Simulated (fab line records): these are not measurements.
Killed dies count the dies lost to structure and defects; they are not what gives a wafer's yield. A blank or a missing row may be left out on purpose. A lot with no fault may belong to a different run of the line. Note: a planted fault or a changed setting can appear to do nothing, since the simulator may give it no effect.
fab line records | flow berkeley-cmos170
record lots=24 wafers=72 last-day=12
route steps=331 shown NWELL@19 SACOX@99 SDANNEAL@205 CONTACT@235 M1@252 M3@324
lots that met no fault: taken from a fault-free run of the same line
start-h: hours from the record's first day to the start of the lot's first wafer shown | wait-h: how many hours have passed since the lot's step before this one | " same as the row above | L1.1+2: several wafers, shown together as one row | - value missing, or start not given | * or withheld: withheld | < > ~ a bound
route shown NAME@n: a module of which the file shows steps, and the number in the route of the first | usual: mean and standard deviation over wafers with no fault | same: alike in all rows | chamber/n: place in a boat | sites: readings site by site | _std_site: the values' standard deviation | _edge_site: the outer-site mean with the inner-site mean subtracted | radius-mm: for every site, how far away it sits from the centre of the wafer | mask NAME#n: copy n | behind: tool/chamber where the wafer was last shaped | hold: why the lot was held/for how many hours/how that ended | device: whichever transistor did not switch (one of n, p or np) | end of line: tests of these same wafers at the route's end | step lacking rows: just its recipe | killed: not the wafer's yield, but the dies lost to structure and defects at the first sort | map: dies across one wafer; x = killed, . = not, _ = none there
set.NAME: the setting that was run; set.NAME@STEP: the one run at that earlier step | model.NAME: the simulator's own value behind a step, which no gauge read
a sample of lots followed through the steps of the route, with each step as a table and each wafer as a row
services: when a tool's chamber went out of use (start-h, in hours from the record's first day, below 0 if earlier), for how many hours, and the reason
## steps
# step UCB170_NWELL_THK_MEAS_05
# recipe reads=Si3N4_of_NWELL_CVD_04
# usual NWELL_NITRIDE_THK=223.5/1.9
# columns lot.wafer tool chamber start-h wait-h NWELL_NITRIDE_THK[nm]
L074.1 film-metro-04 - 34.93 0.0 221.8
L074.2 " - " " 221.4
L074.5 " - " " 219.9
L075.2 film-metro-04 - 42.55 0.0 225.3
L075.4 " - " " 221.5
L075.5 " - " " 223.8
L076.3 film-metro-04 - 47.23 0.0 222.3
L076.5 " - " " 221.9
L076.6 " - " " 223.0
L077.3 film-metro-01 - 47.23 0.0 223.1
L077.4 " - " " 222.0
L077.5 " - " " 222.8
L078.2 film-metro-01 - 55.29 0.0 224.7
L078.5 " - " " 224.0
L078.6 " - " " 224.0
L079.1 film-metro-03 - 60.02 0.0 226.4
L079.2 " - " " 223.7
L079.6 " - " " 224.2
L080.1 film-metro-04 - 60.02 0.0 221.7
L080.5 " - " " 219.1
L080.6 " - " " 220.0
L081.1 film-metro-03 - 69.97 0.0 223.9
L081.2 " - " " 223.0
L081.6 " - " " 221.7
L082.1 film-metro-04 - 73.82 0.0 223.6
L082.3 " - " " 224.0
L082.5 " - " " 224.6
L083.2 film-metro-03 - 80.71 0.0 221.2
L083.3 " - " " 222.0
L083.5 " - " " 221.1
L084.4 film-metro-04 - 80.73 0.0 221.2
L084.5 " - " " 220.6
L084.6 " - " " 223.5
L085.2 film-metro-03 - 90.46 0.0 224.0
L085.5 " - " " 222.6
L085.6 " - " " 222.9
L086.1 film-metro-04 - 96.79 0.0 228.3
L086.3 " - " " 227.3
L086.5 " - " " 227.3
L087.3 film-metro-03 - 96.81 0.0 227.5
L087.5 " - " " 225.5
L087.6 " - " " 227.1
L088.1 film-metro-04 - 106.99 0.0 223.2
L088.3 " - " " 222.1
L088.5 " - " " 222.5
L090.1 film-metro-04 - 111.51 0.0 224.7
L090.4 " - " " 222.9
L090.5 " - " " 223.0
L089.2 film-metro-01 - 111.52 0.0 224.8
L089.4 " - " " 223.1
L089.6 " - " " 225.1
L092.1 film-metro-01 - 123.82 0.0 225.3
L092.3 " - " " 225.1
L092.5 " - " " 225.7
L091.4 film-metro-03 - 123.85 0.0 221.9
L091.5 " - " " 223.7
L091.6 " - " " 222.5
L093.1 film-metro-03 - 138.28 0.0 224.4
L093.2 " - " " 225.1
L093.5 " - " " 225.2
L094.1 film-metro-04 - 138.28 0.0 223.8
L094.3 " - " " 224.0
L094.6 " - " " 224.6
L095.1 film-metro-04 - 145.11 0.0 223.8
L095.2 " - " " 222.6
L095.3 " - " " 221.9
L096.2 film-metro-01 - 145.12 0.0 222.1
L096.3 " - " " 223.7
L096.5 " - " " 222.3
L097.1 film-metro-04 - 153.10 0.0 225.9
L097.2 " - " " 222.8
L097.3 " - " " 225.1
# step UCB170_SACOX_THK_MEAS_02
# recipe reads=SiO2_of_SACOX_OXIDATION_01
# usual SACOX_OXIDE_THK=14.45/0.24
# columns lot.wafer tool chamber start-h wait-h SACOX_OXIDE_THK[nm]
L074.1 film-metro-01 - 105.58 0.0 14.89
L074.2 " - " " 14.53
L074.5 " - " " 14.75
L078.2 film-metro-01 - 128.90 0.0 14.47
L078.5 " - " " 14.47
L078.6 " - " " 14.36
L077.3 film-metro-02 - 128.91 0.0 14.06
L077.4 " - " " 14.22
L077.5 " - " " 14.26
L075.2 film-metro-01 - 128.96 0.1 14.81
L075.4 " - " " 14.64
L075.5 " - " " 14.66
L076.3 film-metro-02 - 128.97 0.1 14.54
L076.5 " - " " 14.39
L076.6 " - " " 14.34
L079.1 film-metro-01 - 144.79 0.0 14.59
L079.2 " - " " 14.78
L079.6 " - " " 14.55
L080.1 film-metro-04 - 144.79 0.0 14.37
L080.5 " - " " 14.54
L080.6 " - " " 14.47
L081.1 film-metro-04 - 150.39 0.0 14.06
L081.2 " - " " 14.12
L081.6 " - " " 14.28
L082.1 film-metro-01 - 155.59 0.0 14.54
L082.3 " - " " 14.65
L082.5 " - " " 14.42
L083.2 film-metro-02 - 165.72 0.0 14.56
L083.3 " - " " 14.90
L083.5 " - " " 14.53
L084.4 film-metro-04 - 165.74 0.0 14.63
L084.5 " - " " 14.59
L084.6 " - " " 14.47
L086.1 film-metro-02 - 172.72 0.0 14.42
L086.3 " - " " 14.34
L086.5 " - " " 14.35
L085.2 film-metro-04 - 172.73 0.0 14.69
L085.5 " - " " 14.78
L085.6 " - " " 14.73
L087.3 film-metro-01 - 172.74 0.0 14.25
L087.5 " - " " 14.37
L087.6 " - " " 14.39
L090.1 film-metro-01 - 189.50 0.0 14.25
L090.4 " - " " 14.15
L090.5 " - " " 14.47
L089.2 film-metro-04 - 189.51 0.0 14.49
L089.4 " - " " 14.40
L089.6 " - " " 14.25
L088.1 film-metro-01 - 189.56 0.1 14.19
L088.3 " - " " 14.19
L088.5 " - " " 14.19
L092.1 film-metro-02 - 207.11 0.0 14.77
L092.3 " - " " 14.74
L092.5 " - " " 14.47
L091.4 film-metro-04 - 207.14 0.0 14.49
L091.5 " - " " 14.72
L091.6 " - " " 14.71
L093.1 film-metro-01 - 216.79 0.0 13.96
L093.2 " - " " 14.09
L093.5 " - " " 13.92
L094.1 film-metro-01 - 216.85 0.1 14.35
L094.3 " - " " 14.51
L094.6 " - " " 14.53
L095.1 film-metro-02 - 229.14 0.0 14.39
L095.2 " - " " 14.31
L095.3 " - " " 14.26
L096.2 film-metro-04 - 229.15 0.0 14.81
L096.3 " - " " 14.74
L096.5 " - " " 14.71
L097.1 film-metro-02 - 229.20 0.1 14.05
L097.2 " - " " 13.95
L097.3 " - " " 14.12
# step UCB170_SDANNEAL_RTA_01
# recipe temp-c=1050 time-s=5 ambient=N2
# usual chamber-o2-ppm=2.003/0.02 lamp-power-pct=33.79/0.043 wafer_temp_C_max=1055.3/1.9
# columns lot.wafer tool chamber start-h wait-h chamber-o2-ppm lamp-power-pct wafer_temp_C_max
L074.1 rtp-anneal-01 0 159.42 0.1 2.036 33.74 1057.3
L074.2 " 0 " " 2.008 33.82 1057.2
L074.5 " 0 " " 2.005 33.86 1056.4
L075.2 rtp-anneal-02 0 172.78 0.1 2.015 33.72 1054.2
L075.4 " 0 " " 1.979 33.77 1053.3
L075.5 " 0 " " 2.006 33.76 1053.6
L078.2 rtp-anneal-01 0 172.78 0.1 1.976 33.84 1054.2
L078.5 " 0 " " 1.996 33.79 1058.8
L078.6 " 0 " " 1.991 33.81 1056.7
L076.3 rtp-anneal-02 0 172.98 0.1 1.992 33.71 1053.6
L076.5 " 0 " " 1.998 33.82 1054.6
L076.6 " 0 " " 2.018 33.74 1054.4
L077.3 rtp-anneal-01 0 173.43 0.1 2.025 33.85 1056.3
L077.4 " 0 " " 2.005 33.78 1058.0
L077.5 " 0 " " 2.007 33.81 1055.6
L080.1 rtp-anneal-02 0 189.60 0.1 2.035 33.74 1054.0
L080.5 " 0 " " 2.026 33.77 1052.5
L080.6 " 0 " " 2.024 33.78 1053.1
L079.1 rtp-anneal-01 0 190.00 0.1 2.005 33.85 1056.6
L079.2 " 0 " " 1.982 33.84 1058.7
L079.6 " 0 " " 1.998 33.81 1056.2
L081.1 rtp-anneal-02 0 195.13 0.1 2.038 33.69 1054.1
L081.2 " 0 " " 2.022 33.80 1054.4
L081.6 " 0 " " 2.000 33.69 1054.2
L082.1 rtp-anneal-01 0 195.73 0.1 1.980 33.79 1056.1
L082.3 " 0 " " 2.017 33.88 1056.1
L082.5 " 0 " " 1.965 33.79 1055.5
L083.2 rtp-anneal-02 0 216.09 0.1 2.022 33.76 1055.1
L083.3 " 0 " " 2.016 33.74 1054.6
L083.5 " 0 " " 2.009 33.84 1053.3
L084.4 rtp-anneal-01 0 216.93 0.1 2.030 33.82 1056.5
L084.5 " 0 " " 2.022 33.78 1055.2
L084.6 " 0 " " 2.027 33.83 1060.0
L085.2 rtp-anneal-02 0 225.38 0.1 2.020 33.73 1053.8
L085.5 " 0 " " 1.990 33.76 1053.2
L085.6 " 0 " " 2.006 33.78 1054.2
L087.3 rtp-anneal-01 0 225.67 0.1 1.993 33.87 1058.3
L087.5 " 0 " " 2.005 33.83 1055.9
L087.6 " 0 " " 2.038 33.80 1056.6
L086.1 rtp-anneal-02 0 225.82 0.1 1.989 33.74 1053.9
L086.3 " 0 " " 2.011 33.76 1053.9
L086.5 " 0 " " 1.984 33.78 1053.7
L090.1 rtp-anneal-01 0 237.78 0.1 1.983 33.84 1057.0
L090.4 " 0 " " 2.001 33.86 1057.5
L090.5 " 0 " " 2.006 33.80 1054.9
L089.2 rtp-anneal-02 0 238.16 0.1 1.988 33.77 1054.1
L089.4 " 0 " " 2.001 33.75 1054.1
L089.6 " 0 " " 1.978 33.79 1054.2
L088.1 rtp-anneal-01 0 238.33 0.1 2.016 33.86 1056.3
L088.3 " 0 " " 2.035 33.79 1056.4
L088.5 " 0 " " 2.039 33.83 1056.8
L091.4 rtp-anneal-02 0 246.25 0.1 1.993 33.71 1054.5
L091.5 " 0 " " 2.002 33.76 1053.5
L091.6 " 0 " " 1.966 33.79 1053.9
L092.1 rtp-anneal-01 0 247.00 0.1 1.974 33.84 1055.0
L092.3 " 0 " " 1.965 33.83 1055.7
L092.5 " 0 " " 1.984 33.79 1056.6
L093.1 rtp-anneal-02 0 254.62 0.1 1.988 33.80 1052.4
L093.2 " 0 " " 2.004 33.74 1053.0
L093.5 " 0 " " 1.977 33.75 1052.3
L094.1 rtp-anneal-01 0 254.84 0.1 2.010 33.76 1055.0
L094.3 " 0 " " 2.001 33.87 1058.3
L094.6 " 0 " " 2.038 33.81 1057.2
L097.1 rtp-anneal-02 0 273.65 0.1 2.004 33.72 1053.5
L097.2 " 0 " " 2.009 33.71 1053.2
L097.3 " 0 " " 1.992 33.77 1053.4
L096.2 rtp-anneal-01 0 273.83 0.1 1.989 33.83 1058.2
L096.3 " 0 " " 1.991 33.78 1058.3
L096.5 " 0 " " 1.969 33.81 1056.8
L095.1 rtp-anneal-02 0 274.90 0.1 2.024 33.80 1053.4
L095.2 " 0 " " 2.019 33.78 1052.9
L095.3 " 0 " " 1.988 33.77 1053.5
# step UCB170_CONTACT_STRIP_19
# recipe chemistry=O2 power-w=400 pressure-mtorr=3500 platen-temp-c=withheld o2-flow-sccm=400 overash-fraction=0.5
# usual drypump-motor-current-A=5.61/0.2 o2-flow-sccm=400.1/1.3 oes-product-au=0.725/0.0043
# columns lot.wafer tool chamber start-h wait-h drypump-motor-current-A o2-flow-sccm oes-product-au rf-hours-counter-h
L074.1 plasma-asher-01 1 165.41 - 5.50 400.1 0.723 48
L074.2 " 0 " " 5.86 402.0 0.728 48
L074.5 " 1 " " 5.50 398.2 0.725 -
L076.3 plasma-asher-03 0 178.28 - 5.46 400.7 0.725 -
L076.5 " 0 " " 5.42 399.4 0.722 -
L076.6 " 1 " " 5.63 400.9 0.719 -
L075.2 plasma-asher-03 0 179.28 - 5.41 400.4 0.727 43
L075.4 " 1 " " 5.66 401.2 0.728 -
L075.5 " 0 " " 5.45 400.3 0.719 -
L078.2 plasma-asher-03 1 179.47 - 5.64 399.6 0.732 43
L078.5 " 0 " " 5.48 398.2 0.733 -
L078.6 " 1 " " 5.62 399.6 0.719 -
L077.3 plasma-asher-01 0 181.04 - 5.87 401.9 0.728 -
L077.4 " 1 " " 5.49 398.8 0.719 -
L077.5 " 1 " " 5.50 399.4 0.730 -
L080.1 plasma-asher-01 0 195.02 - 5.90 400.8 0.725 51
L080.5 " 0 " " 5.89 400.3 0.727 -
L080.6 " 1 " " 5.49 403.1 0.721 -
L079.1 plasma-asher-02 0 195.75 - 5.22 400.0 0.722 8
L079.2 " 1 " " 5.75 396.5 0.723 8
L079.6 " 0 " " 5.25 399.5 0.724 -
L081.1 plasma-asher-02 0 200.30 - 5.25 399.7 0.726 9
L081.2 " 1 " " 5.76 399.4 0.721 9
L081.6 " 1 " " 5.75 401.6 0.723 -
L082.1 plasma-asher-01 1 201.29 - 5.48 398.6 0.735 52
L082.3 " 0 " " 5.89 400.2 0.723 -
L082.5 " 1 " " 5.48 401.9 0.719 -
L083.2 plasma-asher-02 1 221.02 - 5.74 402.7 0.723 11
L083.3 " 1 " " 5.74 399.6 0.724 -
L083.5 " 0 " " 5.24 399.8 0.729 -
L084.4 plasma-asher-01 0 222.16 - 5.89 398.0 0.721 -
L084.5 " 1 " " 5.50 400.0 0.721 -
L084.6 " 0 " " 5.88 398.5 0.726 -
L085.2 plasma-asher-03 1 230.63 - 5.64 400.3 0.732 49
L085.5 " 0 " " 5.45 399.9 0.727 -
L085.6 " 1 " " 5.65 400.3 0.721 -
L087.3 plasma-asher-03 1 231.66 - 5.65 397.9 0.730 -
L087.5 " 1 " " 5.65 399.4 0.721 -
L087.6 " 0 " " 5.45 400.8 0.728 -
L086.1 plasma-asher-02 1 231.75 - 5.74 402.1 0.720 12
L086.3 " 1 " " 5.76 403.4 0.730 -
L086.5 " 1 " " 5.74 400.9 0.728 -
L090.1 plasma-asher-01 1 242.83 - 5.50 401.4 0.721 56
L090.4 " 0 " " 5.89 399.2 0.721 -
L090.5 " 0 " " 5.88 400.5 0.719 -
L088.1 plasma-asher-03 1 246.81 - 5.64 399.8 0.726 51
L088.3 " 0 " " 5.44 400.7 0.722 -
L088.5 " 0 " " 5.46 400.0 0.723 -
L089.2 plasma-asher-03 0 247.08 - 5.41 398.8 0.721 51
L089.4 " 0 " " 5.46 399.4 0.719 -
L089.6 " 1 " " 5.65 399.5 0.730 -
L091.4 plasma-asher-01 1 252.16 - 5.48 399.7 0.730 -
L091.5 " 0 " " 5.86 401.0 0.730 -
L091.6 " 1 " " 5.49 401.2 0.718 -
L092.1 plasma-asher-01 1 252.57 - 5.50 398.0 0.726 58
L092.3 " 0 " " 5.88 400.0 0.731 -
L092.5 " 0 " " 5.90 400.4 0.720 -
L093.1 plasma-asher-01 1 260.07 - 5.49 399.6 0.724 60
L093.2 " 0 " " 5.87 402.0 0.729 60
L093.5 " 0 " " 5.87 401.5 0.723 -
L094.1 plasma-asher-01 0 260.80 - 5.88 398.5 0.723 60
L094.3 " 0 " " 5.89 399.2 0.721 -
L094.6 " 1 " " 5.49 400.2 0.727 -
L097.1 plasma-asher-01 1 278.66 - 5.50 400.5 0.728 62
L097.2 " 0 " " 5.89 402.8 0.729 62
L097.3 " 0 " " 5.87 401.6 0.732 -
L096.2 plasma-asher-01 1 279.38 - 5.51 401.8 0.728 62
L096.3 " 0 " " 5.88 400.2 0.721 -
L096.5 " 0 " " 5.88 400.9 0.728 -
L095.1 plasma-asher-03 0 281.09 - 5.44 399.8 0.730 56
L095.2 " 1 " " 5.66 402.1 0.725 56
L095.3 " 1 " " 5.66 401.3 0.728 -
# step UCB170_M1_CD_MEAS_90
# recipe target-cd-nm=700
# usual cd-nm=699.9/2.4
# columns lot.wafer tool chamber start-h wait-h cd-nm
L074.1 cd-sem-01 - 167.68 0.1 698.7
L074.2 " - " " 697.5
L074.5 " - " " 696.6
L076.3 cd-sem-01 - 180.72 0.1 701.7
L076.5 " - " " 703.6
L076.6 " - " " 699.0
L075.2 cd-sem-01 - 182.01 0.1 702.1
L075.4 " - " " 702.8
L075.5 " - " " 702.3
L078.2 cd-sem-02 - 182.25 0.1 700.5
L078.5 " - " " 699.9
L078.6 " - " " 697.8
L077.3 cd-sem-02 - 183.94 0.1 701.4
L077.4 " - " " 703.2
L077.5 " - " " 699.4
L080.1 cd-sem-01 - 197.11 0.1 701.6
L080.5 " - " " 699.3
L080.6 " - " " 700.7
L079.1 cd-sem-02 - 197.67 0.1 706.1
L079.2 " - " " 699.7
L079.6 " - " " 698.8
L081.1 cd-sem-02 - 202.37 0.1 700.2
L081.2 " - " " 697.3
L081.6 " - " " 701.3
L082.1 cd-sem-01 - 203.19 0.1 701.0
L082.3 " - " " 702.1
L082.5 " - " " 703.1
L083.2 cd-sem-01 - 223.14 0.1 700.4
L083.3 " - " " 699.5
L083.5 " - " " 701.9
L084.4 cd-sem-01 - 224.52 0.1 700.2
L084.5 " - " " 699.0
L084.6 " - " " 703.4
L085.2 cd-sem-01 - 232.63 0.1 701.7
L085.5 " - " " 703.1
L085.6 " - " " 701.1
L087.3 cd-sem-02 - 234.45 0.1 699.1
L087.5 " - " " 699.3
L087.6 " - " " 699.3
L086.1 cd-sem-01 - 234.52 0.1 702.9
L086.3 " - " " 701.8
L086.5 " - " " 703.2
L090.1 cd-sem-01 - 245.41 0.1 698.1
L090.4 " - " " 695.5
L090.5 " - " " 698.6
L088.1 cd-sem-02 - 249.19 0.1 695.8
L088.3 " - " " 696.8
L088.5 " - " " 694.5
L089.2 cd-sem-01 - 250.03 0.1 702.8
L089.4 " - " " 702.1
L089.6 " - " " 702.1
L091.4 cd-sem-01 - 254.57 0.1 699.7
L091.5 " - " " 697.6
L091.6 " - " " 696.7
L092.1 cd-sem-01 - 255.06 0.1 699.6
L092.3 " - " " 698.8
L092.5 " - " " 701.5
L093.1 cd-sem-02 - 262.30 0.1 701.4
L093.2 " - " " 702.0
L093.5 " - " " 700.9
L094.1 cd-sem-02 - 262.83 0.1 698.0
L094.3 " - " " 702.3
L094.6 " - " " 700.7
L097.1 cd-sem-01 - 280.66 0.1 698.9
L097.2 " - " " 697.6
L097.3 " - " " 699.2
L096.2 cd-sem-01 - 281.41 0.1 700.0
L096.3 " - " " 700.5
L096.5 " - " " 700.2
L095.1 cd-sem-01 - 283.23 0.1 702.0
L095.2 " - " " 697.2
L095.3 " - " " 697.8
# step UCB170_M3_CD_MEAS_15
# recipe target-cd-nm=700
# usual cd-nm=700.0/1.4
# columns lot.wafer tool chamber start-h wait-h cd-nm
L074.1 cd-sem-02 - 185.74 - 697.0
L074.2 " - " " 697.6
L074.5 " - " " 695.7
L076.3 cd-sem-02 - 195.80 - 699.3
L076.5 " - " " 701.2
L076.6 " - " " 699.8
L075.2 cd-sem-01 - 196.46 - 698.6
L075.4 " - " " 700.2
L075.5 " - " " 699.3
L078.2 cd-sem-01 - 196.73 - 700.0
L078.5 " - " " 700.2
L078.6 " - " " 700.5
L077.3 cd-sem-02 - 197.00 - 702.1
L077.4 " - " " 702.4
L077.5 " - " " 701.6
L080.1 cd-sem-02 - 208.97 - 698.9
L080.5 " - " " 700.3
L080.6 " - " " 699.8
L079.1 cd-sem-01 - 213.74 - 699.9
L079.2 " - " " 699.9
L079.6 " - " " 698.0
L081.1 cd-sem-01 - 218.27 - 698.9
L081.2 " - " " 701.9
L081.6 " - " " 700.6
L082.1 cd-sem-01 - 220.31 - 698.3
L082.3 " - " " 700.2
L082.5 " - " " 699.0
L083.2 cd-sem-02 - 235.16 - 697.9
L083.3 " - " " 698.1
L083.5 " - " " 699.2
L084.4 cd-sem-01 - 236.96 - 699.9
L084.5 " - " " 701.2
L084.6 " - " " 700.7
L085.2 cd-sem-01 - 247.50 - 703.2
L085.5 " - " " 702.1
L085.6 " - " " 702.4
L087.3 cd-sem-01 - 248.55 - 699.0
L087.5 " - " " 700.0
L087.6 " - " " 699.4
L086.1 cd-sem-02 - 253.67 - 698.4
L086.3 " - " " 699.2
L086.5 " - " " 699.1
L090.1 cd-sem-01 - 258.14 - 700.7
L090.4 " - " " 700.0
L090.5 " - " " 699.5
L088.1 cd-sem-01 - 260.72 - 700.5
L088.3 " - " " 699.5
L088.5 " - " " 700.1
L089.2 cd-sem-02 - 262.16 - 699.2
L089.4 " - " " 699.5
L089.6 " - " " 700.5
L091.4 cd-sem-02 - 266.02 - 699.8
L091.5 " - " " 699.7
L091.6 " - " " 698.4
L092.1 cd-sem-02 - 268.19 - 698.6
L092.3 " - " " 698.7
L092.5 " - " " 701.0
L093.1 cd-sem-02 - 275.65 - 704.2
L093.2 " - " " 701.8
L093.5 " - " " 703.1
L094.1 cd-sem-02 - 276.84 - 699.0
L094.3 " - " " 699.6
L094.6 " - " " 698.9
L097.1 cd-sem-01 - 295.01 - 699.9
L097.2 " - " " 699.2
L097.3 " - " " 699.7
L096.2 cd-sem-02 - 295.67 - 700.6
L096.3 " - " " 701.5
L096.5 " - " " 699.8
L095.1 cd-sem-02 - 296.72 - 700.8
L095.2 " - " " 702.2
L095.3 " - " " 700.5
## services
# columns tool chamber start-h hours kind
rtp-anneal-02 - 137.65 1.1 pm
plasma-asher-02 - 244.44 28.1 pm
## key
fault none
